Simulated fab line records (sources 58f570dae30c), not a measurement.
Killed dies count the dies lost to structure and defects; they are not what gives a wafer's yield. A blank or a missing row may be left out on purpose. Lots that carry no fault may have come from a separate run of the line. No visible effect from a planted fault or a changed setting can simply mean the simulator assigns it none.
A lot that was struck, set against a sound lot -- flow berkeley cmos170 -- 27 steps out of a route of 331
Sound: wafers L351.1, L351.2, L351.5. Struck: wafers L355.2, L355.3, L355.4. Last of all comes the cause.
Each step with rows lists, per side, the tool, then ch with its chambers, then its first start. Under that, the readings that differ: sound wafers -- struck wafers -- difference of the means -- sigmas: that difference in standard deviations of wafers without a fault.
alike: words and numbers the same on both sides, and readings whose means are apart by under 2 such deviations; not compared: readings that were withheld, readings missing a value for some wafer, numbers with overlapping values and no deviation given by the record, and bounds like >300 which may hide the same value.
A row with sigmas, a row that says differs or no value, or rows on one side alone: a step with any of these is where the two part. Non-overlapping numbers with no deviation appear without sigmas and do not part them. Lack of a reading on every wafer of one side parts them only where that side has two or more wafers.

first, 2 steps without rows for these wafers: UCB170_NWELL_PEB_10; UCB170_NWELL_DEVELOP_11 (develop time 45 s).
UCB170_NWELL_OVL_MEAS_12:
  sound: overlay-01 at day 2 07:16; struck: overlay-01 at day 3 02:57
  alike: NWELL_OVL
UCB170_NWELL_ETCH_13: etches Si3N4 in CH3F/Ar/O2, stops on SiO2, target depth 246.4 nm, time 154 s.
  sound on rie diel-01 ch 1,2, day 2 07:19; struck on rie diel-03 ch 0,2,3, day 3 02:59
reading,sound,struck,difference,sigmas
drypump motor current A (A),4.7 5.2 5.2,5.7 6.0 5.8,+0.8,+2
oes product au (a.u.),0.921 0.943 0.944,0.972 0.957 0.979,+0.033,+2
  alike: throttle valve pct
  not compared: rf hours counter h
following that, these wafers have no rows for 1 step: UCB170_NWELL_IMPLANT_14.
UCB170_NWELL_STRIP_15: strips in O2.
  sound on plasma asher-02 ch 0,1, day 2 07:34; struck on plasma asher-02 ch 0,1, day 3 03:14
reading,sound,struck,difference,sigmas
strip time to endpoint s (s),18.20 18.13 18.04,17.95 17.88 17.87,-0.22,-2
  alike: drypump motor current A, o2 flow sccm, oes product au
  not compared: rf hours counter h
UCB170_NWELL_TW_MEAS_16:
  sound: film metro-02 at day 2 07:40; struck: film metro-03 at day 3 03:20
  alike: NWELL_TW
then, 5 steps without rows for these wafers: UCB170_NWELL_CLEAN_17 (cleans in SPM, time 600 s); UCB170_NWELL_WET_ETCH_18 (etches Si3N4 in H3PO4, time 14400 s); UCB170_NWELL_WET_ETCH_19 (etches SiO2 in BOE, time 22 s); UCB170_PWELL_CLEAN_00 (cleans in SPM, time 600 s); UCB170_PWELL_CLEAN_01 (cleans in dHF, time 60 s).
UCB170_PWELL_OXIDATION_02: target thk 26.4 nm, ox time 1260 s.
  sound on furnace-03 ch 0, day 2 19:19; struck on furnace-01 ch 0, day 3 15:07
  alike: spike tc source C
UCB170_PWELL_THK_MEAS_03:
  sound: film metro-01 at day 2 20:40; struck: film metro-03 at day 3 16:28
reading,sound,struck,difference,sigmas
PWELL_OXIDE_THK (nm),26.1 26.2 26.3,37.1 37.1 37.2,+10.9,+20
then, 2 steps without rows for these wafers: UCB170_PWELL_ANNEAL_04 (time 900 s); UCB170_PWELL_CVD_05 (deposits Si3N4 from SiH2Cl2/NH3, target thk 220 nm, time 3300 s).
UCB170_PWELL_THK_MEAS_06:
  sound: film metro-04 at day 3 04:04; struck: film metro-01 at day 3 19:47
  alike: PWELL_NITRIDE_THK
then, 6 steps without rows for these wafers: UCB170_PWELL_HMDS_07 (prime time 60 s); UCB170_PWELL_COAT_08 (resist thk 900 nm); UCB170_PWELL_SOFTBAKE_09 (time 60 s); UCB170_PWELL_EXPOSE_10 (exposes mask PWELL, target cd 3000 nm); UCB170_PWELL_PEB_11; UCB170_PWELL_DEVELOP_12 (develop time 45 s).
UCB170_PWELL_OVL_MEAS_13:
  sound: overlay-02 at day 3 05:28; struck: overlay-01 at day 3 20:49
  alike: PWELL_OVL
UCB170_PWELL_ETCH_14: etches Si3N4 in CH3F/Ar/O2, stops on SiO2, target depth 242 nm, time 151 s.
  sound on rie diel-02 ch 0,3, day 3 05:31; struck on rie diel-04 ch 0,1,3, day 3 20:51
reading,sound,struck,difference,sigmas
model.SiO2_of_PWELL_OXIDATION_02.thk nm (nm),22.36 22.57 22.61,33.47 33.25 33.01,+10.73,
  alike: drypump motor current A, oes product au, throttle valve pct
  not compared: rf hours counter h
following that, these wafers have no rows for 1 step: UCB170_PWELL_IMPLANT_15.
UCB170_M3_PROBE_99:
  sound wafers here have rows in the record (prober-02, day 8 09:41); struck ones have none

WHERE THEY PART
Last at UCB170_M3_PROBE_99 as far as this record goes, first at UCB170_NWELL_ETCH_13.

WHY: what the simulator had put in
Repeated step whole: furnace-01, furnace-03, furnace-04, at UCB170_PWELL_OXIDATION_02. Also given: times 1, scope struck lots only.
